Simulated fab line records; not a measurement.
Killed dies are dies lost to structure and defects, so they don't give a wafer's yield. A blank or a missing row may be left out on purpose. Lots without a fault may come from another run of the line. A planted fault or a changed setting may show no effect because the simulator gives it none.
Problem report in the 8D (eight disciplines) form, filled by code | flow berkeley_cmos170 | the parts of the form that need people (team, actions taken, sign-off) are left out

## 1. THE PROBLEM
oes_product_au at UCB170_GATE_ETCH_14 reads a mean of 1.234 a.u. on 6 wafers of 2 lots; wafers without a fault read 0.999 a.u. with a standard deviation of 0.017. That is +14 standard deviations from the usual mean.
The step: etches BARC in N2/H2.
The first sign was on wafer L544.1 at day 9 17:47, on rie_diel-01. The record holds 39 wafers of 13 lots with a number at this step. Rule for "out" (also "out of limits"): further than 4 standard deviations from the usual mean. All remaining wafers that have a number are taken as sound.

## 2. WHAT IT IS AND WHAT IT IS NOT
question                    | is                     | is not
which readings at this step | oes_product_au         | bias_w, chamber_pressure_mTorr, h2_flow_sccm, n2_flow_sccm, throttle_valve_pct
which lots                  | L544, L546             | L527, L528, L529, L530, L531, L532, L533, L534, L535, L536, L537
which wafers of those lots  | all that have a number | -
read on which tools         | rie_diel-01            | rie_diel-02, rie_diel-03
when                        | from day 9 17:47       | up to then (33 sound wafers)

## 3. THE SUSPECTS, EACH WITH WHAT RULES IT OUT
Counting: a tool at any process step up to the reading remains a suspect when it ran all the lots that are out and ran no sound lot after the first of those.
- rie_diel-01 at UCB170_GATE_ETCH_14 (etches BARC in N2/H2): kept. It processed each lot that is out, first L544 at day 9 17:47, and no sound lot thereafter; up to then, the last sound lot it processed was L537 at day 8 10:03. On those wafers its own readings are out: oes_product_au.
After counting, what remains is rie_diel-01 at UCB170_GATE_ETCH_14.

## 4. THE CAUSE (what the simulator had put in)
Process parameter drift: rie_diel-01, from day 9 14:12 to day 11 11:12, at UCB170_GATE_ETCH_14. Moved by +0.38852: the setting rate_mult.
Only this tool survived the counting.

## 5. THE CHAIN OF EFFECTS, in route order
Rows list readings where the struck wafers' mean (over those with a number) sits beyond 3 standard deviations from the usual. Readings are gone through only where the record gives a usual standard deviation; hours: the median, over the lots, of the time from a lot's start at the first step in this table giving one to that lot's start at this step; sigmas: the change measured in usual standard deviations.
hours | step                | reading        | usual      | on struck wafers | change | sigmas
0     | UCB170_GATE_ETCH_14 | oes_product_au | 0.999 a.u. | 1.234            | +0.235 | +14
Its process steps:
- UCB170_GATE_ETCH_14: etches BARC in N2/H2.

## 6. WHAT WOULD HAVE CAUGHT IT SOONER
First out-of-limits reading in this record: day 9 17:47, which is 4 hours after fault onset at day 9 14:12.
